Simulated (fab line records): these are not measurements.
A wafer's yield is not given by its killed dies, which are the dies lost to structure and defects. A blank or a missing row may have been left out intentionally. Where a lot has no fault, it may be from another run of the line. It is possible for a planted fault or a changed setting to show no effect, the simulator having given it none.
Which tool is to blame? | flow berkeley cmos170 | 39 wafers from 13 lots sampled at 2 of the route's 331 steps

## WHAT THE GAUGES SHOWED, per wafer
UCB170_CONTACT_THK_MEAS_02. Usual: for CONTACT_PSG_THK the level is 703 nm and the standard deviation is 6.8.
lot  | measured     | on            | CONTACT_PSG_THK (nm)    | flag
L421 | day 8 22:23  | film metro-02 | 696 697 694             |
L422 | day 9 09:22  | film metro-02 | 704 696 688             |
L423 | day 9 09:43  | film metro-04 | 711 715 714             |
L424 | day 9 20:41  | film metro-03 | 701 700 701             |
L425 | day 9 20:40  | film metro-02 | 699 695 699             |
L426 | day 9 20:40  | film metro-04 | 694 695 696             |
L435 | day 11 16:56 | film metro-02 | 700 703 703             |
L434 | day 11 18:05 | film metro-04 | 589 590 585 590 591 585 | OFF
L437 | day 11 19:53 | film metro-02 | 711 705 712             |
L439 | day 12 05:15 | film metro-02 | 700 698 693             |
L440 | day 12 05:16 | film metro-03 | 700 699 696             |
L441 | day 12 18:58 | film metro-04 | 706 709 698             |
L443 | day 13 05:02 | film metro-04 | 695 699 696             |

## EACH LOT AND THE TOOL THAT RAN IT (in order: tool; ch and the chambers of the sampled wafers; start)
lot  | UCB170_CONTACT_CVD_01
L421 | lpcvd-01 ch 0, day 8 20:37
L422 | lpcvd-02 ch 0, day 9 07:35
L423 | lpcvd-01 ch 0, day 9 07:55
L424 | lpcvd-02 ch 0, day 9 18:53
L425 | lpcvd-02 ch 1, day 9 18:53
L426 | lpcvd-02 ch 1, day 9 18:53
L435 | lpcvd-01 ch 1, day 11 15:08
L434 | lpcvd-02 ch 1, day 11 16:18
L437 | lpcvd-02 ch 0, day 11 18:05
L439 | lpcvd-01 ch 0, day 12 03:28
L440 | lpcvd-01 ch 0, day 12 03:28
L441 | lpcvd-01 ch 1, day 12 17:10
L443 | lpcvd-01 ch 1, day 13 03:13
- UCB170_CONTACT_CVD_01: deposits PSG from SiH4/O2/PH3, target thk 700 nm, time 2820 s.

## WHAT THE TOOLS THEMSELVES READ (means of the sampled wafers that have a number; where no wafer has one, the mark that the record gives instead)
UCB170_CONTACT_CVD_01. Usual: sih4 flow sccm 60.03 sccm, standard deviation 0.18; spike tc centre C 451.8 C, standard deviation 1; zone power centre pct 20.6 %, standard deviation 1.4.
lot  | tool     | sih4 flow sccm (sccm) | spike tc centre C (C) | zone power centre pct (%) | flag
L421 | lpcvd-01 | 60.41                 | 452.3                 | 21.4                      |
L422 | lpcvd-02 | 60.08                 | 453.0                 | 21.5                      |
L423 | lpcvd-01 | 59.92                 | 452.0                 | 21.5                      |
L424 | lpcvd-02 | 60.09                 | 452.1                 | 21.2                      |
L425 | lpcvd-02 | 59.95                 | 451.9                 | 21.2                      |
L426 | lpcvd-02 | 60.15                 | 452.8                 | 21.1                      |
L435 | lpcvd-01 | 59.93                 | 450.7                 | 17.9                      |
L434 | lpcvd-02 | 29.96                 | 452.1                 | 21.2                      | OFF
L437 | lpcvd-02 | 59.94                 | 451.8                 | 21.3                      |
L439 | lpcvd-01 | 60.07                 | 452.3                 | 21.5                      |
L440 | lpcvd-01 | 59.97                 | 452.5                 | 21.4                      |
L441 | lpcvd-01 | 60.02                 | 451.1                 | 17.7                      |
L443 | lpcvd-01 | 59.88                 | 450.7                 | 17.7                      |

## THE ANSWER, worked out from the rows above alone
Rule: a lot counts as off when the mean over its wafers that have a number is more than 3 standard deviations away from the usual mean. Also off: a lot with no number at a reading for which 4 or more lots have one. Where the step has rows for the other lots, those lots are counted as sound. First the gauges in route order, then the tools' own readings, where a lot's mean is used as printed above. The first step at which some lot is off is used, and at that step the reading that is off furthest; a lot without a number counts as furthest.
Off: L434, at UCB170_CONTACT_THK_MEAS_02 (CONTACT_PSG_THK).
A tool fits if, at a process step before that reading, it ran every lot that is off, and no sound lot after the first of them. Not tried: the gauges at UCB170_CONTACT_THK_MEAS_02; whatever is off there is also off at UCB170_CONTACT_CVD_01, on other tools, and gauge error can't account for it. No candidate that was tried fits.

## WHAT HAD BEEN PUT IN BY THE SIMULATOR
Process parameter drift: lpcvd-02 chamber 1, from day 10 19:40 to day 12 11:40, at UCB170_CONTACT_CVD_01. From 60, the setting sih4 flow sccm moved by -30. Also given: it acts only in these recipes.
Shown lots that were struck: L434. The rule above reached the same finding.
